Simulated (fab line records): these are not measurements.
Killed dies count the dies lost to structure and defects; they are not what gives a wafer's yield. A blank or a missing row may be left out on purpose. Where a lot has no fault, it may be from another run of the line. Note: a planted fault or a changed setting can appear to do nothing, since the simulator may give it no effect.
fab line records :: flow berkeleyCmos170 :: part 2 of 2: steps 26 to 35 of 35
[record]
  lots = 5
  wafers = 15
  lastDay = 13
route steps=331 shown PSD@183 NSD@187 BACKSIDE@199 SDANNEAL@204 PLDD@208 NLDD@209 SILICIDE@210 CONTACT@216
lots with no fault: from the same line, run without faults
startH: hours from the record's opening day to when the first of the lot's shown wafers began :: waitH: hours since the lot's step before :: " identical to the entry in the row above :: L1.1+2: one row covering several wafers at once :: - no value, or no start given :: * or withheld: withheld :: < > ~ a bound
route shown NAME@n: a module of which the file shows steps, and the number in the route of the first :: usual: the fault-free wafers' mean and standard deviation :: same: alike in all rows :: chamber/n: place in a boat :: sites: readings site by site :: _std_site: the standard deviation of these :: _edge_site: outer sites' mean less inner sites' :: radiusMm: how far each site lies from the wafer's centre :: mask NAME#n: copy n :: behind: the most recent tool/chamber to have shaped the wafer :: hold: why the lot was held/for how many hours/how that ended :: device: whichever transistor did not switch (one of n, p or np) :: end of line: tests run on the same wafers once the route is complete :: a step with no rows: only its recipe :: killed: dies that structure and defects cost at the first sort, which is not the same as the wafer's yield :: map: the dies of a wafer, with x for killed, . for not killed, _ for no die there
set.NAME: the setting as run; set.NAME@STEP: as run at that earlier step :: model.NAME: the simulator's own value behind a step, which no gauge read
certain route steps with their lots: each step a table, each wafer a row
services: from which hour (startH, from the record's first day; less than 0 if before it) a tool's chamber was out of use, for how many hours, and why
[[steps]]
[step UCB170_SDANNEAL_RS_MEAS_04]
[recipe]
  thkMeasGauge = four-point-probe
[usual]
  PLDD_RS = 1031.3/2.9
lot.wafer: L078.1
tool: filmMetro-02
chamber: -
startH: 189.05
waitH: 0.1
PLDD_RS[ohm/sq]: 1030.5

lot.wafer: L078.3
tool: filmMetro-02
chamber: -
startH: 189.05
waitH: 0.1
PLDD_RS[ohm/sq]: 1029.9

lot.wafer: L078.5
tool: filmMetro-02
chamber: -
startH: 189.05
waitH: 0.1
PLDD_RS[ohm/sq]: 1030.7

lot.wafer: L088.1
tool: filmMetro-02
chamber: -
startH: 236.67
waitH: 0.1
PLDD_RS[ohm/sq]: 1033.8

lot.wafer: L088.3
tool: filmMetro-02
chamber: -
startH: 236.67
waitH: 0.1
PLDD_RS[ohm/sq]: 1034.9

lot.wafer: L088.6
tool: filmMetro-02
chamber: -
startH: 236.67
waitH: 0.1
PLDD_RS[ohm/sq]: 1032.8

lot.wafer: L090.1
tool: filmMetro-03
chamber: -
startH: 246.18
waitH: 0.1
PLDD_RS[ohm/sq]: 1030.7

lot.wafer: L090.3
tool: filmMetro-03
chamber: -
startH: 246.18
waitH: 0.1
PLDD_RS[ohm/sq]: 1032.2

lot.wafer: L090.6
tool: filmMetro-03
chamber: -
startH: 246.18
waitH: 0.1
PLDD_RS[ohm/sq]: 1028.8

lot.wafer: L095.1
tool: filmMetro-04
chamber: -
startH: 282.94
waitH: 0.1
PLDD_RS[ohm/sq]: 1026.9

lot.wafer: L095.3
tool: filmMetro-04
chamber: -
startH: 282.94
waitH: 0.1
PLDD_RS[ohm/sq]: 1034.1

lot.wafer: L095.4
tool: filmMetro-04
chamber: -
startH: 282.94
waitH: 0.1
PLDD_RS[ohm/sq]: 1030.6

lot.wafer: L097.1
tool: filmMetro-02
chamber: -
startH: 282.94
waitH: 0.1
PLDD_RS[ohm/sq]: 1031.6

lot.wafer: L097.4
tool: filmMetro-02
chamber: -
startH: 282.94
waitH: 0.1
PLDD_RS[ohm/sq]: 1030.4

lot.wafer: L097.5
tool: filmMetro-02
chamber: -
startH: 282.94
waitH: 0.1
PLDD_RS[ohm/sq]: 1029.9
[step UCB170_SDANNEAL_RS_MEAS_05]
[recipe]
  thkMeasGauge = four-point-probe
[usual]
  NLDD_RS = 616.7/1.7
lot.wafer: L078.1
tool: filmMetro-02
chamber: -
startH: 189.17
waitH: 0.1
NLDD_RS[ohm/sq]: 617.2

lot.wafer: L078.3
tool: filmMetro-02
chamber: -
startH: 189.17
waitH: 0.1
NLDD_RS[ohm/sq]: 615.1

lot.wafer: L078.5
tool: filmMetro-02
chamber: -
startH: 189.17
waitH: 0.1
NLDD_RS[ohm/sq]: 615.0

lot.wafer: L088.1
tool: filmMetro-02
chamber: -
startH: 236.79
waitH: 0.1
NLDD_RS[ohm/sq]: 616.8

lot.wafer: L088.3
tool: filmMetro-02
chamber: -
startH: 236.79
waitH: 0.1
NLDD_RS[ohm/sq]: 613.9

lot.wafer: L088.6
tool: filmMetro-02
chamber: -
startH: 236.79
waitH: 0.1
NLDD_RS[ohm/sq]: 616.6

lot.wafer: L090.1
tool: filmMetro-03
chamber: -
startH: 246.30
waitH: 0.1
NLDD_RS[ohm/sq]: 617.6

lot.wafer: L090.3
tool: filmMetro-03
chamber: -
startH: 246.30
waitH: 0.1
NLDD_RS[ohm/sq]: 616.6

lot.wafer: L090.6
tool: filmMetro-03
chamber: -
startH: 246.30
waitH: 0.1
NLDD_RS[ohm/sq]: 615.7

lot.wafer: L095.1
tool: filmMetro-04
chamber: -
startH: 283.06
waitH: 0.1
NLDD_RS[ohm/sq]: 619.3

lot.wafer: L095.3
tool: filmMetro-04
chamber: -
startH: 283.06
waitH: 0.1
NLDD_RS[ohm/sq]: 617.8

lot.wafer: L095.4
tool: filmMetro-04
chamber: -
startH: 283.06
waitH: 0.1
NLDD_RS[ohm/sq]: 619.7

lot.wafer: L097.1
tool: filmMetro-02
chamber: -
startH: 283.06
waitH: 0.1
NLDD_RS[ohm/sq]: 616.7

lot.wafer: L097.4
tool: filmMetro-02
chamber: -
startH: 283.06
waitH: 0.1
NLDD_RS[ohm/sq]: 615.3

lot.wafer: L097.5
tool: filmMetro-02
chamber: -
startH: 283.06
waitH: 0.1
NLDD_RS[ohm/sq]: 615.8
[step UCB170_SILICIDE_PRE_CLEAN_00]
[recipe]
  gas = Ar
  precleanEtchTimeS = 60
lot.wafer: L078.1+3+5
tool: pvdSputter-02
chamber: -
startH: 189.29
waitH: 0.1

lot.wafer: L088.1+3+6
tool: pvdSputter-03
chamber: -
startH: 236.91
waitH: 0.1

lot.wafer: L090.1+3+6
tool: pvdSputter-03
chamber: -
startH: 246.42
waitH: 0.1

lot.wafer: L095.1+3+4
tool: pvdSputter-03
chamber: -
startH: 283.18
waitH: 0.1

lot.wafer: L097.1+4+5
tool: pvdSputter-02
chamber: -
startH: 283.18
waitH: 0.1
[step UCB170_SILICIDE_SPUTTER_01]
[recipe]
  material = Ti
  targetThkNm = 30
  timeS = 25
  powerW = 1500
  chamberPressurePa = 0.5
[usual]
  cathodeDcPowerW = 1500.0/0.28
  throttleValvePct = 30.0/1.1
lot.wafer: L078.1
tool: pvdSputter-02
chamber: -
startH: 189.36
waitH: 0.0
cathodeDcPowerW: 1499.9
throttleValvePct: 30.2

lot.wafer: L078.3
tool: pvdSputter-02
chamber: -
startH: 189.36
waitH: 0.0
cathodeDcPowerW: 1499.8
throttleValvePct: 32.0

lot.wafer: L078.5
tool: pvdSputter-02
chamber: -
startH: 189.36
waitH: 0.0
cathodeDcPowerW: 1500.3
throttleValvePct: 29.9

lot.wafer: L088.1
tool: pvdSputter-03
chamber: -
startH: 236.98
waitH: 0.0
cathodeDcPowerW: 1499.4
throttleValvePct: 29.8

lot.wafer: L088.3
tool: pvdSputter-03
chamber: -
startH: 236.98
waitH: 0.0
cathodeDcPowerW: 1499.9
throttleValvePct: 28.0

lot.wafer: L088.6
tool: pvdSputter-03
chamber: -
startH: 236.98
waitH: 0.0
cathodeDcPowerW: 1499.5
throttleValvePct: 30.7

lot.wafer: L090.1
tool: pvdSputter-03
chamber: -
startH: 246.48
waitH: 0.0
cathodeDcPowerW: 1500.0
throttleValvePct: 29.3

lot.wafer: L090.3
tool: pvdSputter-03
chamber: -
startH: 246.48
waitH: 0.0
cathodeDcPowerW: 1499.9
throttleValvePct: 28.1

lot.wafer: L090.6
tool: pvdSputter-03
chamber: -
startH: 246.48
waitH: 0.0
cathodeDcPowerW: 1500.0
throttleValvePct: 30.5

lot.wafer: L095.1
tool: pvdSputter-03
chamber: -
startH: 283.25
waitH: 0.0
cathodeDcPowerW: 1500.0
throttleValvePct: 29.4

lot.wafer: L095.3
tool: pvdSputter-03
chamber: -
startH: 283.25
waitH: 0.0
cathodeDcPowerW: 1500.2
throttleValvePct: 28.1

lot.wafer: L095.4
tool: pvdSputter-03
chamber: -
startH: 283.25
waitH: 0.0
cathodeDcPowerW: 1499.8
throttleValvePct: 29.9

lot.wafer: L097.1
tool: pvdSputter-02
chamber: -
startH: 283.25
waitH: 0.0
cathodeDcPowerW: 1500.0
throttleValvePct: 31.4

lot.wafer: L097.4
tool: pvdSputter-02
chamber: -
startH: 283.25
waitH: 0.0
cathodeDcPowerW: 1499.9
throttleValvePct: 30.0

lot.wafer: L097.5
tool: pvdSputter-02
chamber: -
startH: 283.25
waitH: 0.0
cathodeDcPowerW: 1500.3
throttleValvePct: 31.7
[step UCB170_SILICIDE_RS_MEAS_02]
[recipe]
  thkMeasGauge = four-point-probe
  reads = Ti_of_SILICIDE_SPUTTER_01
[usual]
  SILICIDE_TI_RS = 26.2/0.34
lot.wafer: L078.1
tool: filmMetro-02
chamber: -
startH: 189.39
waitH: 0.0
SILICIDE_TI_RS[ohm/sq]: 25.8

lot.wafer: L078.3
tool: filmMetro-02
chamber: -
startH: 189.39
waitH: 0.0
SILICIDE_TI_RS[ohm/sq]: 25.8

lot.wafer: L078.5
tool: filmMetro-02
chamber: -
startH: 189.39
waitH: 0.0
SILICIDE_TI_RS[ohm/sq]: 25.9

lot.wafer: L088.1
tool: filmMetro-01
chamber: -
startH: 237.01
waitH: 0.0
SILICIDE_TI_RS[ohm/sq]: 26.5

lot.wafer: L088.3
tool: filmMetro-01
chamber: -
startH: 237.01
waitH: 0.0
SILICIDE_TI_RS[ohm/sq]: 26.4

lot.wafer: L088.6
tool: filmMetro-01
chamber: -
startH: 237.01
waitH: 0.0
SILICIDE_TI_RS[ohm/sq]: 26.5

lot.wafer: L090.1
tool: filmMetro-02
chamber: -
startH: 246.51
waitH: 0.0
SILICIDE_TI_RS[ohm/sq]: 26.4

lot.wafer: L090.3
tool: filmMetro-02
chamber: -
startH: 246.51
waitH: 0.0
SILICIDE_TI_RS[ohm/sq]: 26.2

lot.wafer: L090.6
tool: filmMetro-02
chamber: -
startH: 246.51
waitH: 0.0
SILICIDE_TI_RS[ohm/sq]: 26.0

lot.wafer: L095.1
tool: filmMetro-03
chamber: -
startH: 283.28
waitH: 0.0
SILICIDE_TI_RS[ohm/sq]: 26.0

lot.wafer: L095.3
tool: filmMetro-03
chamber: -
startH: 283.28
waitH: 0.0
SILICIDE_TI_RS[ohm/sq]: 26.1

lot.wafer: L095.4
tool: filmMetro-03
chamber: -
startH: 283.28
waitH: 0.0
SILICIDE_TI_RS[ohm/sq]: 26.0

lot.wafer: L097.1
tool: filmMetro-02
chamber: -
startH: 283.28
waitH: 0.0
SILICIDE_TI_RS[ohm/sq]: 26.1

lot.wafer: L097.4
tool: filmMetro-02
chamber: -
startH: 283.28
waitH: 0.0
SILICIDE_TI_RS[ohm/sq]: 26.0

lot.wafer: L097.5
tool: filmMetro-02
chamber: -
startH: 283.28
waitH: 0.0
SILICIDE_TI_RS[ohm/sq]: 26.0
[step UCB170_SILICIDE_THK_MEAS_03]
[recipe]
  thkMeasGauge = xrf
  reads = Ti_of_SILICIDE_SPUTTER_01
[usual]
  SILICIDE_TI_THK = 30.0/0.37
lot.wafer: L078.1
tool: filmMetro-02
chamber: -
startH: 189.51
waitH: 0.1
SILICIDE_TI_THK[nm]: 30.6

lot.wafer: L078.3
tool: filmMetro-02
chamber: -
startH: 189.51
waitH: 0.1
SILICIDE_TI_THK[nm]: 30.5

lot.wafer: L078.5
tool: filmMetro-02
chamber: -
startH: 189.51
waitH: 0.1
SILICIDE_TI_THK[nm]: 30.4

lot.wafer: L088.1
tool: filmMetro-01
chamber: -
startH: 237.13
waitH: 0.1
SILICIDE_TI_THK[nm]: 29.9

lot.wafer: L088.3
tool: filmMetro-01
chamber: -
startH: 237.13
waitH: 0.1
SILICIDE_TI_THK[nm]: 30.0

lot.wafer: L088.6
tool: filmMetro-01
chamber: -
startH: 237.13
waitH: 0.1
SILICIDE_TI_THK[nm]: 29.8

lot.wafer: L090.1
tool: filmMetro-02
chamber: -
startH: 246.63
waitH: 0.1
SILICIDE_TI_THK[nm]: 29.9

lot.wafer: L090.3
tool: filmMetro-02
chamber: -
startH: 246.63
waitH: 0.1
SILICIDE_TI_THK[nm]: 30.1

lot.wafer: L090.6
tool: filmMetro-02
chamber: -
startH: 246.63
waitH: 0.1
SILICIDE_TI_THK[nm]: 30.2

lot.wafer: L095.1
tool: filmMetro-03
chamber: -
startH: 283.40
waitH: 0.1
SILICIDE_TI_THK[nm]: 30.0

lot.wafer: L095.3
tool: filmMetro-03
chamber: -
startH: 283.40
waitH: 0.1
SILICIDE_TI_THK[nm]: 29.9

lot.wafer: L095.4
tool: filmMetro-03
chamber: -
startH: 283.40
waitH: 0.1
SILICIDE_TI_THK[nm]: 30.0

lot.wafer: L097.1
tool: filmMetro-02
chamber: -
startH: 283.40
waitH: 0.1
SILICIDE_TI_THK[nm]: 30.2

lot.wafer: L097.4
tool: filmMetro-02
chamber: -
startH: 283.40
waitH: 0.1
SILICIDE_TI_THK[nm]: 30.4

lot.wafer: L097.5
tool: filmMetro-02
chamber: -
startH: 283.40
waitH: 0.1
SILICIDE_TI_THK[nm]: 30.3
[step UCB170_SILICIDE_RTA_04]
[recipe]
  tempC = 650
  timeS = 15
  ambient = N2
[usual]
  lampPowerPct = 9.6/0.34
  wafer_temp_C_max = 653.5/0.67
lot.wafer: L078.1
tool: rtpAnneal-01
chamber: 0
startH: 189.57
waitH: 0.1
lampPowerPct: 9.3
wafer_temp_C_max: 652.7

lot.wafer: L078.3
tool: rtpAnneal-01
chamber: 0
startH: 189.57
waitH: 0.1
lampPowerPct: 9.3
wafer_temp_C_max: 652.9

lot.wafer: L078.5
tool: rtpAnneal-01
chamber: 0
startH: 189.57
waitH: 0.1
lampPowerPct: 9.3
wafer_temp_C_max: 652.6

lot.wafer: L088.1
tool: rtpAnneal-01
chamber: 0
startH: 237.19
waitH: 0.1
lampPowerPct: 9.3
wafer_temp_C_max: 653.9

lot.wafer: L088.3
tool: rtpAnneal-01
chamber: 0
startH: 237.19
waitH: 0.1
lampPowerPct: 9.3
wafer_temp_C_max: 653.5

lot.wafer: L088.6
tool: rtpAnneal-01
chamber: 0
startH: 237.19
waitH: 0.1
lampPowerPct: 9.3
wafer_temp_C_max: 653.4

lot.wafer: L090.1
tool: rtpAnneal-01
chamber: 0
startH: 246.69
waitH: 0.1
lampPowerPct: 9.3
wafer_temp_C_max: 655.0

lot.wafer: L090.3
tool: rtpAnneal-01
chamber: 0
startH: 246.69
waitH: 0.1
lampPowerPct: 9.3
wafer_temp_C_max: 653.8

lot.wafer: L090.6
tool: rtpAnneal-01
chamber: 0
startH: 246.69
waitH: 0.1
lampPowerPct: 9.3
wafer_temp_C_max: 654.1

lot.wafer: L095.1
tool: rtpAnneal-02
chamber: 0
startH: 283.46
waitH: 0.1
lampPowerPct: 10.0
wafer_temp_C_max: 653.1

lot.wafer: L095.3
tool: rtpAnneal-02
chamber: 0
startH: 283.46
waitH: 0.1
lampPowerPct: 10.0
wafer_temp_C_max: 653.0

lot.wafer: L095.4
tool: rtpAnneal-02
chamber: 0
startH: 283.46
waitH: 0.1
lampPowerPct: 10.0
wafer_temp_C_max: 654.7

lot.wafer: L097.1
tool: rtpAnneal-01
chamber: 0
startH: 283.46
waitH: 0.1
lampPowerPct: 9.3
wafer_temp_C_max: 654.0

lot.wafer: L097.4
tool: rtpAnneal-01
chamber: 0
startH: 283.46
waitH: 0.1
lampPowerPct: 9.3
wafer_temp_C_max: 652.8

lot.wafer: L097.5
tool: rtpAnneal-01
chamber: 0
startH: 283.46
waitH: 0.1
lampPowerPct: 9.3
wafer_temp_C_max: 653.9
[step UCB170_SILICIDE_WET_ETCH_05]
[recipe]
  chemistry = SPM
  timeS = 45
  tempC = 120
  target = Ti
[usual]
  bathGuardTempC = 120.0/0.56
  bathHeatDutyPct = 13.6/1.2
lot.wafer: L078.1
tool: wetBench-04
chamber: 2
startH: 189.64
waitH: 0.1
bathGuardTempC: 120.5
bathHeatDutyPct: 14.4

lot.wafer: L078.3
tool: wetBench-04
chamber: 2
startH: 189.64
waitH: 0.1
bathGuardTempC: 120.7
bathHeatDutyPct: 13.2

lot.wafer: L078.5
tool: wetBench-04
chamber: 2
startH: 189.64
waitH: 0.1
bathGuardTempC: 120.6
bathHeatDutyPct: 13.8

lot.wafer: L088.1
tool: wetBench-01
chamber: 0
startH: 240.61
waitH: 3.4
bathGuardTempC: 120.9
bathHeatDutyPct: 12.1

lot.wafer: L088.3
tool: wetBench-01
chamber: 0
startH: 240.61
waitH: 3.4
bathGuardTempC: 120.3
bathHeatDutyPct: 13.9

lot.wafer: L088.6
tool: wetBench-01
chamber: 0
startH: 240.61
waitH: 3.4
bathGuardTempC: 120.4
bathHeatDutyPct: 13.4

lot.wafer: L090.1
tool: wetBench-04
chamber: 1
startH: 246.77
waitH: 0.1
bathGuardTempC: 119.1
bathHeatDutyPct: 14.1

lot.wafer: L090.3
tool: wetBench-04
chamber: 1
startH: 246.77
waitH: 0.1
bathGuardTempC: 119.4
bathHeatDutyPct: 15.5

lot.wafer: L090.6
tool: wetBench-04
chamber: 1
startH: 246.77
waitH: 0.1
bathGuardTempC: 119.1
bathHeatDutyPct: 15.1

lot.wafer: L095.1
tool: wetBench-03
chamber: 2
startH: 283.53
waitH: 0.1
bathGuardTempC: 120.6
bathHeatDutyPct: 15.6

lot.wafer: L095.3
tool: wetBench-03
chamber: 2
startH: 283.53
waitH: 0.1
bathGuardTempC: 120.5
bathHeatDutyPct: 16.5

lot.wafer: L095.4
tool: wetBench-03
chamber: 2
startH: 283.53
waitH: 0.1
bathGuardTempC: 120.4
bathHeatDutyPct: 15.9

lot.wafer: L097.1
tool: wetBench-03
chamber: 2
startH: 283.53
waitH: 0.1
bathGuardTempC: 120.6
bathHeatDutyPct: 14.3

lot.wafer: L097.4
tool: wetBench-03
chamber: 2
startH: 283.53
waitH: 0.1
bathGuardTempC: 120.5
bathHeatDutyPct: 15.8

lot.wafer: L097.5
tool: wetBench-03
chamber: 2
startH: 283.53
waitH: 0.1
bathGuardTempC: 120.2
bathHeatDutyPct: 15.2
[step UCB170_CONTACT_CLEAN_00]
[recipe]
  chemistry = SPM
  tempC = 120
  timeS = 600
[usual]
  bathGuardTempC = 119.8/0.65
  bathHeatDutyPct = 13.7/1.5
lot.wafer: L078.1
tool: wetBench-04
chamber: 1
startH: 189.66
waitH: 0.0
bathGuardTempC: 119.1
bathHeatDutyPct: 14.9

lot.wafer: L078.3
tool: wetBench-04
chamber: 1
startH: 189.66
waitH: 0.0
bathGuardTempC: 118.7
bathHeatDutyPct: 16.1

lot.wafer: L078.5
tool: wetBench-04
chamber: 1
startH: 189.66
waitH: 0.0
bathGuardTempC: 119.0
bathHeatDutyPct: 16.3

lot.wafer: L088.1
tool: wetBench-01
chamber: 2
startH: 241.28
waitH: 0.7
bathGuardTempC: 120.3
bathHeatDutyPct: 12.6

lot.wafer: L088.3
tool: wetBench-01
chamber: 2
startH: 241.28
waitH: 0.7
bathGuardTempC: 120.3
bathHeatDutyPct: 13.4

lot.wafer: L088.6
tool: wetBench-01
chamber: 2
startH: 241.28
waitH: 0.7
bathGuardTempC: 120.6
bathHeatDutyPct: 14.2

lot.wafer: L090.1
tool: wetBench-01
chamber: 0
startH: 246.85
waitH: 0.0
bathGuardTempC: 120.3
bathHeatDutyPct: 12.9

lot.wafer: L090.3
tool: wetBench-01
chamber: 0
startH: 246.85
waitH: 0.0
bathGuardTempC: 120.4
bathHeatDutyPct: 14.2

lot.wafer: L090.6
tool: wetBench-01
chamber: 0
startH: 246.85
waitH: 0.0
bathGuardTempC: 120.4
bathHeatDutyPct: 11.8

lot.wafer: L095.1
tool: wetBench-01
chamber: 3
startH: 283.55
waitH: 0.0
bathGuardTempC: 118.9
bathHeatDutyPct: 12.6

lot.wafer: L095.3
tool: wetBench-01
chamber: 3
startH: 283.55
waitH: 0.0
bathGuardTempC: 119.4
bathHeatDutyPct: 12.8

lot.wafer: L095.4
tool: wetBench-01
chamber: 3
startH: 283.55
waitH: 0.0
bathGuardTempC: 119.0
bathHeatDutyPct: 13.6

lot.wafer: L097.1
tool: wetBench-01
chamber: 1
startH: 283.55
waitH: 0.0
bathGuardTempC: 118.9
bathHeatDutyPct: 11.1

lot.wafer: L097.4
tool: wetBench-01
chamber: 1
startH: 283.55
waitH: 0.0
bathGuardTempC: 119.3
bathHeatDutyPct: 11.9

lot.wafer: L097.5
tool: wetBench-01
chamber: 1
startH: 283.55
waitH: 0.0
bathGuardTempC: 119.2
bathHeatDutyPct: 11.6
[step UCB170_CONTACT_CVD_01]
[recipe]
  material = PSG
  targetThkNm = 700
  tempC = 450
  precursor = SiH4/O2/PH3
  timeS = 2820
  pressureMtorr = 300
  sih4FlowSccm = 60
  o2FlowSccm = 90
  ph3FlowSccm = 25
[usual]
  spikeTcCentreC = 451.2/1.1
lot.wafer: L078.1
tool: lpcvd-02
chamber: 1
startH: 190.86
waitH: 1.0
spikeTcCentreC: 451.5

lot.wafer: L078.3
tool: lpcvd-02
chamber: 1
startH: 190.86
waitH: 1.0
spikeTcCentreC: 450.5

lot.wafer: L078.5
tool: lpcvd-02
chamber: 1
startH: 190.86
waitH: 1.0
spikeTcCentreC: 452.3

lot.wafer: L088.1
tool: lpcvd-02
chamber: 1
startH: 241.46
waitH: 0.0
spikeTcCentreC: 450.1

lot.wafer: L088.3
tool: lpcvd-02
chamber: 1
startH: 241.46
waitH: 0.0
spikeTcCentreC: 454.0

lot.wafer: L088.6
tool: lpcvd-02
chamber: 1
startH: 241.46
waitH: 0.0
spikeTcCentreC: 450.9

lot.wafer: L090.1
tool: lpcvd-01
chamber: 0
startH: 247.03
waitH: 0.0
spikeTcCentreC: 452.8

lot.wafer: L090.3
tool: lpcvd-01
chamber: 0
startH: 247.03
waitH: 0.0
spikeTcCentreC: 454.0

lot.wafer: L090.6
tool: lpcvd-01
chamber: 0
startH: 247.03
waitH: 0.0
spikeTcCentreC: 452.2

lot.wafer: L095.1
tool: lpcvd-02
chamber: 1
startH: 284.29
waitH: 0.6
spikeTcCentreC: 452.1

lot.wafer: L095.3
tool: lpcvd-02
chamber: 1
startH: 284.29
waitH: 0.6
spikeTcCentreC: 451.7

lot.wafer: L095.4
tool: lpcvd-02
chamber: 1
startH: 284.29
waitH: 0.6
spikeTcCentreC: 453.0

lot.wafer: L097.1
tool: lpcvd-02
chamber: 0
startH: 284.29
waitH: 0.6
spikeTcCentreC: 451.6

lot.wafer: L097.4
tool: lpcvd-02
chamber: 0
startH: 284.29
waitH: 0.6
spikeTcCentreC: 452.7

lot.wafer: L097.5
tool: lpcvd-02
chamber: 0
startH: 284.29
waitH: 0.6
spikeTcCentreC: 452.8
[[services]]
tool: krfScanner-01
chamber: -
startH: 157.55
hours: 3.6
kind: pm

tool: krfScanner-01
chamber: -
startH: 162.32
hours: 0.5
kind: repair

tool: implanter-03
chamber: -
startH: 169.36
hours: 1.7
kind: repair

tool: rtpAnneal-01
chamber: -
startH: 180.07
hours: 2.1
kind: repair

tool: krfScanner-01
chamber: -
startH: 192.02
hours: 0.3
kind: repair

tool: implanter-03
chamber: -
startH: 192.59
hours: 3.0
kind: pm

tool: plasmaAsher-04
chamber: -
startH: 197.92
hours: 0.5
kind: repair

tool: krfScanner-02
chamber: 0
startH: 198.23
hours: -
kind: calibration

tool: implanter-01
chamber: -
startH: 211.93
hours: 4.1
kind: pm

tool: krfScanner-01
chamber: -
startH: 220.37
hours: 0.8
kind: repair

tool: krfScanner-01
chamber: -
startH: 224.03
hours: 1.0
kind: pm

tool: lpcvd-01
chamber: -
startH: 226.80
hours: 1.9
kind: repair

tool: plasmaAsher-03
chamber: -
startH: 229.85
hours: 1.2
kind: repair

tool: krfScanner-01
chamber: -
startH: 231.85
hours: 0.5
kind: repair

tool: krfScanner-02
chamber: -
startH: 233.34
hours: 1.3
kind: pm

tool: implanter-04
chamber: -
startH: 245.99
hours: 48.2
kind: pm

tool: krfScanner-02
chamber: -
startH: 251.28
hours: 3.0
kind: pm

tool: wetBench-03
chamber: -
startH: 257.95
hours: 6.2
kind: repair

tool: krfScanner-01
chamber: 0
startH: 260.30
hours: -
kind: calibration

tool: wetBench-03
chamber: -
startH: 268.12
hours: 2.0
kind: repair

tool: krfScanner-01
chamber: -
startH: 268.96
hours: 0.3
kind: repair

tool: krfScanner-01
chamber: -
startH: 276.33
hours: 0.8
kind: pm

tool: krfScanner-02
chamber: -
startH: 279.61
hours: 1.0
kind: pm
